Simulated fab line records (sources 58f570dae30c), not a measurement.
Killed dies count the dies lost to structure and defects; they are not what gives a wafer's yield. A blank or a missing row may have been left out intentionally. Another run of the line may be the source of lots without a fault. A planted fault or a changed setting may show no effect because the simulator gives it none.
Which tool is to blame? -- flow berkeley-cmos170 -- Sampling: 9 lots, 27 wafers, 5 of 331 route steps

== WHAT EACH GAUGE READ, for each wafer ==
UCB170_ACTIVE_THK_MEAS_06. Usual: ACTIVE_NITRIDE_THK 218.2 nm, standard deviation 1.6.
lot,measured,on,ACTIVE_NITRIDE_THK (nm),flag
L208,day 4 04:35,film-metro-03,218.2 218.3 216.2,
L218,day 5 22:55,film-metro-03,217.3 217.9 217.0,
L219,day 5 22:54,film-metro-02,217.1 217.8 217.4,
L221,day 7 00:59,film-metro-02,216.2 218.2 219.2,
L224,day 6 21:04,film-metro-03,216.4 219.5 216.7,
L225,day 7 00:58,film-metro-01,217.1 217.9 218.0,
L226,day 8 03:31,film-metro-03,217.1 217.1 215.5,
L228,day 8 03:29,film-metro-01,219.6 219.6 219.7,
L230,day 8 17:02,film-metro-02,220.1 218.8 218.4,

UCB170_M1_CD_MEAS_90: the cd target is 700 nm. Usual: cd-nm at 699.7 nm, with a standard deviation of 1.9.
lot,measured,on,cd-nm (nm),flag
L208,day 6 19:21,cd-sem-02,703.3 698.6 702.1,
L218,day 9 00:32,cd-sem-01,685.8 685.5 688.5,OFF
L219,day 9 01:45,cd-sem-02,687.7 689.9 686.4,OFF
L221,day 10 01:38,cd-sem-02,698.4 698.8 698.5,
L224,day 9 23:49,cd-sem-02,701.9 700.9 700.4,
L225,day 10 00:41,cd-sem-02,700.5 700.0 699.5,
L226,day 10 23:35,cd-sem-02,697.8 700.9 698.7,
L228,day 10 23:23,cd-sem-02,701.0 700.0 699.9,
L230,day 11 16:48,cd-sem-01,700.7 699.9 698.8,

== WHICH TOOL RAN EACH LOT (tool, then ch and the chambers of the sampled wafers, then the start) ==
lot,UCB170_ZERO_ETCH_06,UCB170_M1_METAL_ETCH_12,UCB170_M1_STRIP_13
L208,"rie-diel-02 ch 0,1,3, day 1 20:50","rie-metal-03 ch 0,1, day 6 19:07","plasma-asher-01 ch 0,1, day 6 19:16"
L218,"rie-diel-01 ch 0,2,3, day 3 22:49","rie-metal-03 ch 0,1, day 9 00:18","plasma-asher-01 ch 0,1, day 9 00:25"
L219,"rie-diel-01 ch 1,3, day 4 02:13","rie-metal-03 ch 0,1, day 9 01:24","plasma-asher-02 ch 0,1, day 9 01:32"
L221,"rie-diel-01 ch 0,2,3, day 4 09:56","rie-metal-01 ch 0,1, day 10 01:22","plasma-asher-03 ch 0,1, day 10 01:32"
L224,"rie-diel-03 ch 1,2,3, day 4 23:10","rie-metal-01 ch 0,1, day 9 23:24","plasma-asher-01 ch 0,1, day 9 23:34"
L225,"rie-diel-03 ch 0,3, day 5 05:08","rie-metal-02 ch 0,1, day 10 00:28","plasma-asher-03 ch 0,1, day 10 00:35"
L226,"rie-diel-01 ch 0,2,3, day 5 08:35","rie-metal-02 ch 0,1, day 10 23:20","plasma-asher-02 ch 0,1, day 10 23:28"
L228,"rie-diel-03 ch 1,2,3, day 5 23:28","rie-metal-01 ch 0,1, day 10 23:08","plasma-asher-03 ch 0,1, day 10 23:16"
L230,"rie-diel-02 ch 1,2,3, day 6 07:14","rie-metal-01 ch 0,1, day 11 16:33","plasma-asher-01 ch 0,1, day 11 16:40"
- UCB170_ZERO_ETCH_06: etches SiO2 in CHF3/CF4/Ar, time 12 s.
- UCB170_M1_METAL_ETCH_12: etches Al in Cl2/BCl3, stops on PSG, target depth 780 nm, time 130 s.
- UCB170_M1_STRIP_13: strips in O2.

== WHAT THE TOOLS THEMSELVES READ (means of the sampled wafers that have a number; where no wafer has one, the mark that the record gives instead) ==
UCB170_ZERO_ETCH_06. Usual: chamber-pressure-mTorr 100.00 mTorr, standard deviation 0.082; drypump-motor-current-A 5.9 A, standard deviation 0.46; oes-product-au 0.622 a.u., standard deviation 0.0091; rf-fwd-power-W 492.0 W, standard deviation 2.1; throttle-valve-pct 9.30 %, standard deviation 0.11.
lot,tool,chamber-pressure-mTorr (mTorr),drypump-motor-current-A (A),oes-product-au (a.u.),rf-fwd-power-W (W),throttle-valve-pct (%),flag
L208,rie-diel-02,99.98,5.8,0.625,491.9,9.25,
L218,rie-diel-01,100.11,6.1,0.620,493.0,9.30,
L219,rie-diel-01,99.95,5.7,0.618,493.8,9.23,
L221,rie-diel-01,99.99,6.1,0.622,494.6,9.30,
L224,rie-diel-03,100.03,6.0,0.618,490.7,9.32,
L225,rie-diel-03,99.98,5.4,0.617,491.7,9.33,
L226,rie-diel-01,99.95,6.1,0.622,492.7,9.30,
L228,rie-diel-03,99.94,6.0,0.616,490.9,9.33,
L230,rie-diel-02,100.05,5.7,0.626,492.5,9.34,

UCB170_M1_METAL_ETCH_12. Usual: value, then standard deviation, for each; bias-w 119.9 W / 0.32; chamber-pressure-mTorr 11.999 mTorr / 0.012; drypump-motor-current-A 5.6 A / 0.6; oes-product-au 0.860 a.u. / 0.012; rf-fwd-power-W 597.1 W / 1.8; run-length-s 158.6 s / 1.1; throttle-valve-pct 24.45 % / 0.28.
lot,tool,bias-w (W),chamber-pressure-mTorr (mTorr),drypump-motor-current-A (A),oes-product-au (a.u.),rf-fwd-power-W (W),run-length-s (s),throttle-valve-pct (%),flag
L208,rie-metal-03,120.1,12.002,5.1,0.857,597.8,157.9,24.61,
L218,rie-metal-03,120.2,12.007,5.1,0.724,598.1,209.7,24.67,OFF
L219,rie-metal-03,120.0,11.989,5.1,0.721,598.3,209.9,24.67,OFF
L221,rie-metal-01,119.7,11.997,6.2,0.864,596.1,161.8,24.61,
L224,rie-metal-01,120.3,12.000,5.9,0.873,597.8,162.0,24.55,OFF
L225,rie-metal-02,119.8,12.003,6.0,0.848,596.2,158.3,24.29,
L226,rie-metal-02,120.1,12.003,5.7,0.860,598.1,158.4,24.32,
L228,rie-metal-01,119.4,11.985,6.2,0.872,597.8,158.8,24.60,
L230,rie-metal-01,119.9,11.988,6.2,0.862,597.0,158.9,24.61,

UCB170_M1_STRIP_13. Usual: chamber-pressure-mTorr 3500.0 mTorr, standard deviation 3; drypump-motor-current-A 5.9 A, standard deviation 0.58; oes-product-au 0.720 a.u., standard deviation 0.0047.
lot,tool,chamber-pressure-mTorr (mTorr),drypump-motor-current-A (A),oes-product-au (a.u.),flag
L208,plasma-asher-01,3498.8,5.3,0.721,
L218,plasma-asher-01,3499.1,5.3,0.600,OFF
L219,plasma-asher-02,3499.4,6.5,0.602,OFF
L221,plasma-asher-03,3499.7,5.7,0.720,
L224,plasma-asher-01,3498.3,5.5,0.723,
L225,plasma-asher-03,3502.4,5.5,0.711,
L226,plasma-asher-02,3499.6,6.5,0.720,
L228,plasma-asher-03,3499.4,5.7,0.713,
L230,plasma-asher-01,3499.8,5.3,0.717,

== THE ANSWER, worked out from the rows above alone ==
Rule: take the mean of a lot's wafers that have a number; if it is more than 3 standard deviations from the usual mean, the lot is off. Also off: a lot with no number at a reading for which 4 or more lots have one. Where the step has rows for the other lots, those lots are counted as sound. Order of review: gauges by route order, followed by the tools' own readings, for which a lot's mean as printed above is used. The first step at which some lot is off is used, and at that step the reading that is off furthest; a lot without a number counts as furthest.
Off, at UCB170_M1_CD_MEAS_90 on cd-nm: L218, L219.
If a tool, at a process step before that reading, ran all the lots that are off and no sound lot after the first of them, it fits. The gauges at UCB170_M1_CD_MEAS_90 aren't tried: what is off there is off at UCB170_M1_METAL_ETCH_12 too, on other tools, and a gauge's error can't cause that. One fits: UCB170_M1_METAL_ETCH_12 on rie-metal-03. A fault onset in the window from L208 (day 6 19:07, its last sound lot) to L218 (day 9 00:18, its first lot off) fits.
The tool's own readings at UCB170_M1_METAL_ETCH_12 bear it out: on the lots that are off they differ by more than 5 times the standard deviation of the sound lots' means. oes-product-au reads 0.722 a.u. there against 0.862 a.u. on the sound lots; run-length-s reads 209.8 s there against 159.4 s on the sound lots.

== WHAT WAS PUT IN BY THE SIMULATOR ==
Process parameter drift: rie-metal-03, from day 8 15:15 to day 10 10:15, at UCB170_M1_METAL_ETCH_12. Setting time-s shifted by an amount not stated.
Struck lots among those shown: L219, L218. The rule above found the same.
